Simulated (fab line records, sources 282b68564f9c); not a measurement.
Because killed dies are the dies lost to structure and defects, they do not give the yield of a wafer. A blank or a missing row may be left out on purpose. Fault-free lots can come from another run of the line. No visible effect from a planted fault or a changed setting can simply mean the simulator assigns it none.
A struck lot beside a sound one || flow rit-cmos || 34 steps out of a route of 202
Sound: the wafers L581.2, L581.4, L581.5. The struck wafers were L594.2, L594.5, L594.6. At the end, the cause is stated.
Per side, at each step with rows, come the tool, then ch with its chambers, and then its first start. Under that, the readings that differ: sound wafers || struck wafers || difference of the means || sigmas: that difference in standard deviations of wafers without a fault.
alike: readings whose means differ by less than 2 such deviations, and words and numbers that are the same on both sides. not compared: withheld readings, readings that some wafer has no value for, bounds like >300 that may hide the same value, and numbers for which the record gives no deviation and whose values overlap.
A row with sigmas, a row that says differs or no value, or rows on one side alone: a step with any of these is where the two part. When numbers do not overlap yet have no deviation, they are printed without sigmas and do not part them. Lack of a reading on every wafer of one side parts them only where that side has two or more wafers.

first, 2 steps without rows for these wafers: RIT_SPACER_CLEAN_02 (cleans in SC2, time 600 s); RIT_SPACER_CVD_03 (deposits Si3N4 from SiH2Cl2/NH3, target thk 250 nm, time 3300 s).
RIT_SPACER_THK_MEAS_04:
  sound: film-metro-01 at day 4 09:39; struck: film-metro-03 at day 7 02:20
  alike: SPACER_NITRIDE_THK
RIT_SPACER_ETCHBACK_05: etches Si3N4 in SF6/CHF3, stops on SiO2, target depth 250 nm, time 240 s.
  sound on rie-diel-04 ch 0,2,3, day 4 09:42; struck on rie-diel-03 ch 0,1, day 7 02:23
  alike: drypump-motor-current-A, oes-product-au, throttle-valve-pct
  not compared: rf-hours-counter-h
then, 6 steps without rows for these wafers: RIT_NSD_HMDS_00 (prime time 60 s); RIT_NSD_COAT_01 (resist thk 1000 nm); RIT_NSD_SOFTBAKE_02 (time 60 s); RIT_NSD_EXPOSE_03 (exposes mask M9, target cd 40700 nm); RIT_NSD_PEB_04; RIT_NSD_DEVELOP_05 (develop time 50 s).
RIT_NSD_OVL_MEAS_06:
  sound: overlay-01 at day 4 10:43; struck: overlay-01 at day 7 03:34
  alike: NSD_OVL
then, 1 step without rows for these wafers: RIT_NSD_HARDBAKE_07 (time 60 s).
RIT_NSD_IMPLANT_08:
  sound on implanter-02 ch 0, day 4 10:55; struck on implanter-02 ch 0, day 7 03:46
{"reading": "beam-energy-keV", "sound": "25.011 25.004 25.009", "struck": "32.505 32.490 32.500", "difference": "+7.490", "sigmas": "+99 or more"}
{"reading": "model.implant.rp-nm (nm)", "sound": "32.23 32.23 32.23", "struck": "40.26 40.26 40.26", "difference": "+8.03", "sigmas": ""}
{"reading": "model.implant.drp-nm (nm)", "sound": "14.84 14.84 14.84", "struck": "17.72 17.72 17.72", "difference": "+2.88", "sigmas": ""}
RIT_NSD_STRIP_09: strips in O2, time 180 s.
  sound on plasma-asher-04 ch 0,1, day 4 11:03; struck on plasma-asher-04 ch 0,1, day 7 03:54
  alike: drypump-motor-current-A
  not compared: rf-hours-counter-h
RIT_NSD_TW_MEAS_10:
  sound: film-metro-02 at day 4 11:14; struck: film-metro-04 at day 7 04:05
{"reading": "NSD_TW", "sound": "3089 3089 3083", "struck": "3303 3268 3289", "difference": "+200", "sigmas": "+9"}
then, 6 steps without rows for these wafers: RIT_PSD_HMDS_00 (prime time 60 s); RIT_PSD_COAT_01 (resist thk 1000 nm); RIT_PSD_SOFTBAKE_02 (time 60 s); RIT_PSD_EXPOSE_03 (exposes mask M10, target cd 40900 nm); RIT_PSD_PEB_04; RIT_PSD_DEVELOP_05 (develop time 50 s).
RIT_PSD_OVL_MEAS_06:
  sound: overlay-02 at day 4 12:08; struck: overlay-02 at day 7 05:07
  alike: PSD_OVL
then, 2 steps without rows for these wafers: RIT_PSD_HARDBAKE_07 (time 60 s); RIT_PSD_IMPLANT_08.
RIT_PSD_STRIP_09: strips in O2, time 180 s.
  sound on plasma-asher-04 ch 0,1, day 4 12:28; struck on plasma-asher-04 ch 0,1, day 7 05:26
  alike: drypump-motor-current-A
  not compared: rf-hours-counter-h
RIT_PSD_TW_MEAS_10:
  sound: film-metro-03 at day 4 12:39; struck: film-metro-02 at day 7 05:38
  alike: PSD_TW
then, 3 steps without rows for these wafers: RIT_SDANNEAL_CLEAN_00 (cleans in SC1, time 600 s); RIT_SDANNEAL_CLEAN_01 (cleans in dHF, time 30 s); RIT_SDANNEAL_CLEAN_02 (cleans in SC2, time 600 s).
RIT_SDANNEAL_RTA_03: time 5 s.
  sound on rtp-anneal-02 ch 0, day 4 13:05; struck on rtp-anneal-02 ch 0, day 7 06:04
  alike: wafer_temp_C_max
RIT_SDANNEAL_RS_MEAS_04: a four-point-probe measurement.
  sound: film-metro-04 at day 4 13:10; struck: film-metro-03 at day 7 06:08
  alike: PSD_RS
RIT_SDANNEAL_RS_MEAS_05: a four-point-probe measurement.
  sound: film-metro-04 at day 4 13:17; struck: film-metro-03 at day 7 06:16
{"reading": "NSD_RS (ohm/sq)", "sound": "84.1 84.3 84.3", "struck": "81.8 81.5 81.5", "difference": -2.6, "sigmas": -9}
RIT_SDANNEAL_RS_MEAS_06: a four-point-probe measurement.
  sound: film-metro-04 at day 4 13:24; struck: film-metro-03 at day 7 06:23
  alike: PLDD_RS
RIT_M1_PROBE_99:
  sound: prober-02 at day 4 20:38; struck: prober-01 at day 7 13:46
{"reading": "model.etest.contact-nplus.end-ohm-um", "sound": "42.39 42.07 42.76", "struck": "37.03 38.86 38.16", "difference": -4.39, "sigmas": ""}
{"reading": "model.etest.nmos_0p15.junction-log10-a-um", "sound": "-13.43 -13.32 -13.46", "struck": "-13.92 -13.63 -13.51", "difference": -0.28, "sigmas": ""}
{"reading": "model.etest.diode-nplus-pwell.bv-v (V)", "sound": "6.052 6.002 5.993", "struck": "6.106 6.102 6.151", "difference": "+0.104", "sigmas": ""}
{"reading": "model.etest.nmos_0p3.bv-v (V)", "sound": "5.527 5.503 5.514", "struck": "5.578 5.586 5.631", "difference": "+0.084", "sigmas": ""}
{"reading": "model.etest.nmos_0p15.bv-v (V)", "sound": "5.527 5.503 5.514", "struck": "5.578 5.586 5.631", "difference": "+0.084", "sigmas": ""}
  alike: killed-at-contacts, killed-at-front-end, killed-dies, killed-open, killed-short

## WHERE THEY PART
Last at RIT_SDANNEAL_RS_MEAS_05 as far as this record goes, first at RIT_NSD_IMPLANT_08. Later steps at which nothing parts them and some readings are alike: RIT_SDANNEAL_RS_MEAS_06, RIT_M1_PROBE_99.

WHY: the cause the simulator had injected
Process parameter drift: implanter-02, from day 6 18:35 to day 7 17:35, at RIT_NSD_IMPLANT_08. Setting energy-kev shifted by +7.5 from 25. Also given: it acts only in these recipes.
